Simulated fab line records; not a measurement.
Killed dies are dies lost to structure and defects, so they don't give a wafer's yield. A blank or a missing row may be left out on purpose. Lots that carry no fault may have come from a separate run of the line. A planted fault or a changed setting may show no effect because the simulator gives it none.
A lot that was struck, set against a sound lot + flow rit cmos + 17 out of 202 route steps
Sound: wafers L907.2, L907.3, L907.5. Struck: wafers L915.3, L915.4, L915.5. The cause is named last.
Per side, at each step with rows, come the tool, then ch with its chambers, and then its first start. Under that, the readings that differ: sound wafers + struck wafers + difference of the means + sigmas: that difference in standard deviations of wafers without a fault.
alike: a reading whose means differ by less than 2 such deviations, as well as words and numbers matching on both sides. not compared: withheld readings; readings where some wafer has no value; bounds like >300 that might hide an equal value; numbers whose values overlap and for which the record gives no deviation.
The two part at a step that has a row with sigmas, a row that says differs or no value, or rows on one side only. Numbers that have no deviation but don't overlap get no sigmas and don't part them. A reading that every wafer of one side lacks parts them only if that side has two wafers or more.

first, 1 step without rows for these wafers: RIT_PSD_IMPLANT_08.
RIT_PSD_STRIP_09: strips in O2, time 180 s.
  sound on plasma asher-04 ch 0,1, day 5 02:49; struck on plasma asher-01 ch 0,1, day 6 15:50
  alike: drypump motor current A
  not compared: rf hours counter h
RIT_PSD_TW_MEAS_10:
  sound on film metro-01 at day 5 03:00; struck on film metro-03 at day 6 15:58
  alike: PSD_TW
then, 3 steps without rows for these wafers: RIT_SDANNEAL_CLEAN_00 (cleans in SC1, time 600 s); RIT_SDANNEAL_CLEAN_01 (cleans in dHF, time 30 s); RIT_SDANNEAL_CLEAN_02 (cleans in SC2, time 600 s).
RIT_SDANNEAL_RTA_03: time 5 s.
  sound on rtp anneal-01 ch 0, day 5 03:26; struck on rtp anneal-01 ch 0, day 6 16:26
  alike: anneal temp c max, wafer_temp_C_max
RIT_SDANNEAL_RS_MEAS_04: measurement is done with a four-point probe.
  sound on film metro-03 at day 5 03:30; struck on film metro-03 at day 6 16:31
  alike: PSD_RS
RIT_SDANNEAL_RS_MEAS_05: measurement is done with a four-point probe.
  sound on film metro-03 at day 5 03:37; struck on film metro-03 at day 6 16:38
  alike: NSD_RS
RIT_SDANNEAL_RS_MEAS_06: measurement is done with a four-point probe.
  sound on film metro-03 at day 5 03:44; struck on film metro-03 at day 6 16:45
  alike: PLDD_RS
RIT_SDANNEAL_RS_MEAS_07: measurement is done with a four-point probe.
  sound on film metro-03 at day 5 03:52; struck on film metro-03 at day 6 16:52
  alike: NLDD_RS
then, 1 step without rows for these wafers: RIT_SILICIDE_WET_ETCH_00 (etches SiO2 in BOE, target depth 14 nm, time 15 s).
RIT_SILICIDE_SPUTTER_01: material Ti, target thk 30 nm, time 240 s.
  sound on pvd sputter-04 at day 5 03:58; struck on pvd sputter-04 at day 6 17:16
  alike: throttle valve pct
RIT_SILICIDE_RS_MEAS_02: measurement is done with a four-point probe.
  sound on film metro-03 at day 5 04:08; struck on film metro-04 at day 6 17:28
| reading                 | sound          | struck         | difference | sigmas |
|-------------------------|----------------|----------------|------------|--------|
| SILICIDE_TI_RS (ohm/sq) | 48.0 48.1 47.9 | 20.7 20.5 21.2 | -27.2      | -42    |
RIT_SILICIDE_THK_MEAS_03: measures by xrf.
  sound on film metro-03 at day 5 04:15; struck on film metro-04 at day 6 17:34
| reading              | sound          | struck         | difference | sigmas |
|----------------------|----------------|----------------|------------|--------|
| SILICIDE_TI_THK (nm) | 29.9 29.8 29.9 | 59.0 59.5 57.9 | +28.9      | +90    |
RIT_SILICIDE_RTA_04: time 10 s, ramp up 5 s, ramp down 5 s.
  sound on rtp anneal-02 ch 0, day 5 04:19; struck on rtp anneal-02 ch 0, day 6 17:38
  alike: anneal temp c max, wafer_temp_C_max
RIT_M1_PROBE_99:
  rows exist in the record for the struck wafers here (prober-02, day 7 00:08), but not for the sound ones

== WHERE THEY PART ==
At RIT_SILICIDE_RS_MEAS_02 first; at RIT_M1_PROBE_99 last (within this record only).

WHY: the cause the simulator had injected
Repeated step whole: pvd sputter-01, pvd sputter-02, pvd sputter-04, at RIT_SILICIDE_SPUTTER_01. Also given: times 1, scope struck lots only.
